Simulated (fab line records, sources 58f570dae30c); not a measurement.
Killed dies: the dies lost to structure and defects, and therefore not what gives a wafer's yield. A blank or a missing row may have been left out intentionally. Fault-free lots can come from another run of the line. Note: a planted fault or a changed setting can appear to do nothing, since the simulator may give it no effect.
fab line records	flow berkeley_cmos170
record lots=14	wafers=42	last_day=13
route steps=331 shown START@1 PLDD@153 NSD@197 M3@316
lots that met no fault: taken from a fault-free run of the same line
start_h: start of the lot's first displayed wafer, in hours after the record's first day	wait_h: hours from the lot's prior step to this one	" the same as in the row above	L1.1+2: one row covering several wafers at once	- no value, or no start was given	* or withheld: withheld	< > ~ a bound
route shown NAME@n: names a module that has steps shown in the file, with the first one's number in the route	usual: the fault-free wafers' mean and standard deviation	same: alike in all rows	chamber/n: place in a boat	sites: per-site readings	_std_site: standard deviation across them	_edge_site: inner sites' mean taken away from outer sites' mean	radius_mm: for every site, how far away it sits from the centre of the wafer	mask NAME#n: copy n	behind: the most recent tool/chamber to have shaped the wafer	hold: the reason the lot was held/the length of the hold in hours/how it ended	device: names the non-switching transistor (n, p or np)	end of line: tests of these same wafers at the route's end	a step without rows: its recipe alone	killed: count of dies lost to structure and defects at first sort (not the wafer's yield)	map: shows each die of a wafer: x if killed, . if not, _ if none is there
set.NAME: the setting that was run; set.NAME@STEP: the one run at that earlier step	model.NAME: the simulator's own value behind a step, which no gauge read
the route's steps for a sample of lots (tables are steps, rows are wafers)
services: from which hour (start_h, from the record's first day; less than 0 if before it) a tool's chamber was out of use, for how many hours, and why
## steps
# step UCB170_START_BOW_MEAS_00
# recipe mode=bow
# usual INCOMING_BOW=0/6.5
lot.wafer	tool	chamber	start_h	wait_h	INCOMING_BOW[um]
L181.2	film_metro-04	-	15.02	-	1
L181.3	"	-	"	"	12
L181.4	"	-	"	"	-5
L182.2	film_metro-01	-	20.02	-	-2
L182.4	"	-	"	"	8
L182.5	"	-	"	"	7
L185.1	film_metro-02	-	35.00	-	1
L185.3	"	-	"	"	-2
L185.4	"	-	"	"	0
L186.1	film_metro-02	-	40.00	-	-3
L186.3	"	-	"	"	2
L186.4	"	-	"	"	3
L187.3	film_metro-01	-	45.04	-	-4
L187.5	"	-	"	"	-3
L187.6	"	-	"	"	-10
L188.2	film_metro-01	-	50.02	-	4
L188.4	"	-	"	"	10
L188.5	"	-	"	"	1
L189.2	film_metro-02	-	55.02	-	1
L189.5	"	-	"	"	8
L189.6	"	-	"	"	-6
L191.1	film_metro-02	-	65.00	-	6
L191.2	"	-	"	"	-4
L191.6	"	-	"	"	2
L192.4	film_metro-01	-	70.06	-	0
L192.5	"	-	"	"	-14
L192.6	"	-	"	"	-3
L193.1	film_metro-02	-	75.00	-	0
L193.3	"	-	"	"	3
L193.4	"	-	"	"	6
L198.1	film_metro-02	-	100.00	-	0
L198.3	"	-	"	"	-3
L198.6	"	-	"	"	-4
L199.1	film_metro-04	-	105.00	-	-6
L199.3	"	-	"	"	10
L199.4	"	-	"	"	-3
L202.1	film_metro-01	-	120.00	-	-8
L202.2	"	-	"	"	2
L202.4	"	-	"	"	-2
L203.1	film_metro-04	-	125.00	-	-5
L203.2	"	-	"	"	4
L203.5	"	-	"	"	-13
# step UCB170_PLDD_IMPLANT_08
# recipe species=BF2	dose_cm2=5e+13	energy_kev=10	tilt_deg=7	rotation_deg=0
# usual beam_energy_keV=10.000/0.0031
lot.wafer	tool	chamber	start_h	wait_h	beam_energy_keV
L182.2	implanter-02	0	165.81	0.0	10.001
L182.4	"	0	"	"	10.004
L182.5	"	0	"	"	9.998
L181.2	implanter-01	0	166.29	0.0	9.999
L181.3	"	0	"	"	9.993
L181.4	"	0	"	"	9.998
L185.1	implanter-03	0	175.21	0.0	9.997
L185.3	"	0	"	"	10.001
L185.4	"	0	"	"	10.001
L186.1	implanter-03	0	176.11	0.0	9.998
L186.3	"	0	"	"	9.999
L186.4	"	0	"	"	9.997
L188.2	implanter-02	0	202.18	0.0	9.999
L188.4	"	0	"	"	10.001
L188.5	"	0	"	"	10.001
L187.3	implanter-03	0	202.51	0.1	10.002
L187.5	"	0	"	"	10.003
L187.6	"	0	"	"	10.002
L193.1	implanter-03	0	217.10	0.0	9.998
L193.3	"	0	"	"	10.002
L193.4	"	0	"	"	9.998
L192.4	implanter-02	0	217.79	0.1	10.001
L192.5	"	0	"	"	10.004
L192.6	"	0	"	"	10.003
L191.1	implanter-03	0	217.82	0.0	10.003
L191.2	"	0	"	"	9.998
L191.6	"	0	"	"	9.997
L189.2	implanter-01	0	217.93	0.1	9.999
L189.5	"	0	"	"	9.997
L189.6	"	0	"	"	10.004
L199.1	implanter-01	0	247.62	0.0	9.996
L199.3	"	0	"	"	9.999
L199.4	"	0	"	"	10.000
L199.1	implanter-01	0	247.93	0.3	10.003
L199.3	"	0	"	"	9.998
L199.4	"	0	"	"	10.000
L198.1	implanter-02	0	247.75	0.0	10.001
L198.3	"	0	"	"	9.998
L198.6	"	0	"	"	10.001
L198.1	implanter-02	0	248.06	0.3	10.000
L198.3	"	0	"	"	10.001
L198.6	"	0	"	"	9.998
L202.1	implanter-03	0	262.44	0.0	10.001
L202.2	"	0	"	"	10.004
L202.4	"	0	"	"	10.002
L203.1	implanter-03	0	271.83	0.0	9.999
L203.2	"	0	"	"	9.999
L203.5	"	0	"	"	10.002
# step UCB170_PLDD_TW_MEAS_11
# usual PLDD_TW=1014/10
lot.wafer	tool	chamber	start_h	wait_h	PLDD_TW
L182.2	film_metro-01	-	166.19	0.1	1000
L182.4	"	-	"	"	1002
L182.5	"	-	"	"	998
L181.2	film_metro-01	-	166.67	0.1	1002
L181.3	"	-	"	"	999
L181.4	"	-	"	"	1003
L185.1	film_metro-04	-	175.61	0.1	1013
L185.3	"	-	"	"	1019
L185.4	"	-	"	"	1014
L186.1	film_metro-01	-	176.51	0.1	1008
L186.3	"	-	"	"	1003
L186.4	"	-	"	"	998
L188.2	film_metro-01	-	202.57	0.1	1002
L188.4	"	-	"	"	1002
L188.5	"	-	"	"	1000
L187.3	film_metro-04	-	202.88	0.1	1026
L187.5	"	-	"	"	1022
L187.6	"	-	"	"	1020
L193.1	film_metro-04	-	217.59	0.1	1019
L193.3	"	-	"	"	1016
L193.4	"	-	"	"	1024
L191.1	film_metro-04	-	218.40	0.2	1023
L191.2	"	-	"	"	1023
L191.6	"	-	"	"	1024
L192.4	film_metro-01	-	218.41	0.3	1009
L192.5	"	-	"	"	1013
L192.6	"	-	"	"	1002
L189.2	film_metro-04	-	218.47	0.2	1022
L189.5	"	-	"	"	1021
L189.6	"	-	"	"	1022
L199.1	film_metro-02	-	248.46	0.2	1142
L199.3	"	-	"	"	1147
L199.4	"	-	"	"	1134
L198.1	film_metro-04	-	248.50	0.1	1162
L198.3	"	-	"	"	1163
L198.6	"	-	"	"	1168
L202.1	film_metro-01	-	262.91	0.1	1002
L202.2	"	-	"	"	1007
L202.4	"	-	"	"	1007
L203.1	film_metro-02	-	272.24	0.1	1007
L203.2	"	-	"	"	1006
L203.5	"	-	"	"	1007
# step UCB170_NSD_TW_MEAS_10
# usual NSD_TW=4184/35
lot.wafer	tool	chamber	start_h	wait_h	NSD_TW
L181.2	film_metro-01	-	179.99	0.1	4161
L181.3	"	-	"	"	4171
L181.4	"	-	"	"	4135
L182.2	film_metro-04	-	180.45	0.1	4228
L182.4	"	-	"	"	4208
L182.5	"	-	"	"	4198
L186.1	film_metro-02	-	188.09	0.1	4185
L186.3	"	-	"	"	4189
L186.4	"	-	"	"	4214
L185.1	film_metro-01	-	188.80	0.1	4182
L185.3	"	-	"	"	4151
L185.4	"	-	"	"	4155
L188.2	film_metro-01	-	216.13	0.1	4214
L188.4	"	-	"	"	4198
L188.5	"	-	"	"	4166
L187.3	film_metro-01	-	216.20	0.1	4163
L187.5	"	-	"	"	4200
L187.6	"	-	"	"	4161
L193.1	film_metro-01	-	229.32	0.1	4189
L193.3	"	-	"	"	4180
L193.4	"	-	"	"	4168
L191.1	film_metro-02	-	229.69	0.1	4147
L191.2	"	-	"	"	4120
L191.6	"	-	"	"	4129
L192.4	film_metro-04	-	229.87	0.1	4212
L192.5	"	-	"	"	4199
L192.6	"	-	"	"	4230
L189.2	film_metro-02	-	230.40	0.1	4134
L189.5	"	-	"	"	4123
L189.6	"	-	"	"	4129
L198.1	film_metro-04	-	259.86	0.1	4278
L198.3	"	-	"	"	4235
L198.6	"	-	"	"	4263
L199.1	film_metro-01	-	260.05	0.1	4158
L199.3	"	-	"	"	4146
L199.4	"	-	"	"	4164
L202.1	film_metro-01	-	274.33	0.1	4170
L202.2	"	-	"	"	4152
L202.4	"	-	"	"	4148
L203.1	film_metro-02	-	284.50	0.1	4160
L203.2	"	-	"	"	4188
L203.5	"	-	"	"	4175
# step UCB170_SDANNEAL_RS_MEAS_04
# recipe thk_meas_gauge=four-point-probe
# usual PLDD_RS=1031.8/2.4
lot.wafer	tool	chamber	start_h	wait_h	PLDD_RS[ohm/sq]
L181.2	film_metro-01	-	181.71	0.1	1029.8
L181.3	"	-	"	"	1029.3
L181.4	"	-	"	"	1031.5
L182.2	film_metro-01	-	182.19	0.1	1033.6
L182.4	"	-	"	"	1035.4
L182.5	"	-	"	"	1037.2
L186.1	film_metro-04	-	189.63	0.1	1031.3
L186.3	"	-	"	"	1034.0
L186.4	"	-	"	"	1034.8
L185.1	film_metro-04	-	190.36	0.1	1035.7
L185.3	"	-	"	"	1034.1
L185.4	"	-	"	"	1029.6
L188.2	film_metro-01	-	217.98	0.1	1036.0
L188.4	"	-	"	"	1034.1
L188.5	"	-	"	"	1030.2
L187.3	film_metro-04	-	218.20	0.1	1029.2
L187.5	"	-	"	"	1028.8
L187.6	"	-	"	"	1029.4
L193.1	film_metro-02	-	230.84	0.1	1031.5
L193.3	"	-	"	"	1031.7
L193.4	"	-	"	"	1030.4
L191.1	film_metro-02	-	231.70	0.1	1026.9
L191.2	"	-	"	"	1029.5
L191.6	"	-	"	"	1031.2
L192.4	film_metro-04	-	231.88	0.1	1031.9
L192.5	"	-	"	"	1030.6
L192.6	"	-	"	"	1030.7
L189.2	film_metro-01	-	232.19	0.1	1031.0
L189.5	"	-	"	"	1029.6
L189.6	"	-	"	"	1032.0
L198.1	film_metro-04	-	261.92	0.1	758.4
L198.3	"	-	"	"	759.1
L198.6	"	-	"	"	758.9
L199.1	film_metro-02	-	262.80	0.1	760.4
L199.3	"	-	"	"	759.0
L199.4	"	-	"	"	758.8
L202.1	film_metro-04	-	276.32	0.1	1027.7
L202.2	"	-	"	"	1023.7
L202.4	"	-	"	"	1025.3
L203.1	film_metro-04	-	286.52	0.1	1036.5
L203.2	"	-	"	"	1035.5
L203.5	"	-	"	"	1031.4
# step UCB170_M3_STRIP_07
# recipe chemistry=O2	power_w=400	pressure_mtorr=3500	platen_temp_c=withheld	o2_flow_sccm=400	overash_fraction=0.5
# usual drypump_motor_current_A=5.9/0.39	oes_product_au=0.735/0.0045	strip_time_to_endpoint_s=22.01/0.062
lot.wafer	tool	chamber	start_h	wait_h	drypump_motor_current_A	oes_product_au	rf_hours_counter_h	strip_time_to_endpoint_s
L181.2	plasma_asher-04	1	201.34	0.1	6.3	0.739	40	21.94
L181.3	"	1	"	"	6.3	0.734	-	21.95
L181.4	"	0	"	"	5.7	0.729	-	21.91
L182.2	plasma_asher-04	0	201.64	0.1	5.7	0.739	40	21.99
L182.4	"	1	"	"	6.3	0.745	-	21.98
L182.5	"	1	"	"	6.4	0.736	-	21.97
L186.1	plasma_asher-01	0	212.04	0.1	6.2	0.739	49	21.95
L186.3	"	0	"	"	6.2	0.740	-	21.89
L186.4	"	1	"	"	5.4	0.732	-	21.89
L185.1	plasma_asher-04	0	212.30	0.1	5.7	0.737	42	21.94
L185.3	"	1	"	"	6.3	0.733	-	22.01
L185.4	"	0	"	"	5.7	0.732	-	21.98
L188.2	plasma_asher-02	1	240.00	0.1	5.5	0.732	51	21.97
L188.4	"	1	"	"	5.5	0.740	-	21.99
L188.5	"	0	"	"	6.4	0.742	-	21.98
L187.3	plasma_asher-01	0	242.07	0.1	6.2	0.735	-	22.03
L187.5	"	1	"	"	5.4	0.734	-	22.07
L187.6	"	0	"	"	6.2	0.738	-	22.08
L193.1	plasma_asher-04	1	250.66	0.1	6.3	0.734	46	21.97
L193.3	"	0	"	"	5.7	0.732	-	22.03
L193.4	"	1	"	"	6.3	0.732	-	21.97
L192.4	plasma_asher-01	1	253.53	0.1	5.4	0.732	-	21.85
L192.5	"	0	"	"	6.2	0.742	-	21.88
L192.6	"	1	"	"	5.4	0.736	-	21.95
L191.1	plasma_asher-04	0	254.85	0.1	5.7	0.741	47	22.01
L191.2	"	1	"	"	6.3	0.735	47	22.02
L191.6	"	0	"	"	5.7	0.734	-	22.09
L189.2	plasma_asher-01	1	255.28	0.1	5.4	0.739	55	21.98
L189.5	"	1	"	"	5.4	0.734	-	22.04
L189.6	"	0	"	"	6.2	0.727	-	22.06
L198.1	plasma_asher-01	1	281.36	0.1	5.4	0.737	58	21.99
L198.3	"	0	"	"	6.1	0.730	-	21.94
L198.6	"	0	"	"	6.2	0.733	-	21.94
L199.1	plasma_asher-02	1	284.45	0.1	5.4	0.740	57	21.95
L199.3	"	1	"	"	5.5	0.727	-	22.03
L199.4	"	0	"	"	6.4	0.730	-	21.99
L202.1	plasma_asher-04	0	298.88	0.1	5.7	0.738	52	22.13
L202.2	"	1	"	"	6.3	0.730	52	22.10
L202.4	"	0	"	"	5.7	0.734	-	22.13
L203.1	plasma_asher-01	0	305.30	0.1	6.2	0.743	61	22.02
L203.2	"	1	"	"	5.4	0.742	61	22.06
L203.5	"	0	"	"	6.2	0.729	-	22.04
## services
tool	chamber	start_h	hours	kind
implanter-01	-	144.67	6.9	repair
plasma_asher-04	-	173.93	14.6	pm
plasma_asher-02	-	200.79	28.1	pm
implanter-03	-	224.69	0.5	repair
implanter-03	-	272.91	3.5	pm
implanter-01	-	282.36	0.6	repair
implanter-03	-	287.54	2.9	pm
## key
first_sign step=UCB170_PLDD_IMPLANT_08	reading=visit	direction=added
effect step=UCB170_PLDD_TW_MEAS_11	reading=PLDD_TW	direction=up	sigmas=14	usual=1014	struck=1153
effect step=UCB170_SDANNEAL_RS_MEAS_04	reading=PLDD_RS	direction=down	sigmas=99+	usual=1031.8	struck=759.1
met_at UCB170_PLDD_IMPLANT_08
struck_lots L198,L199
tester_left_out L198,L199
not_acting_at UCB170_START_BOW_MEAS_00,UCB170_NSD_TW_MEAS_10,UCB170_M3_STRIP_07
fault kind=repeated_step_whole	tool=implanter-01,implanter-02,implanter-03	chamber=-	onset_h=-	steps=UCB170_PLDD_IMPLANT_08	times=1	scope=struck_lots_only
# tester_left_out: of these lots the tester's yield and bins aren't shown, on N5 and GAA mostly nor the transistor test; their killed dies are dies lost to structure and defects alone, not to doping, threshold or leakage, so they don't give the yield
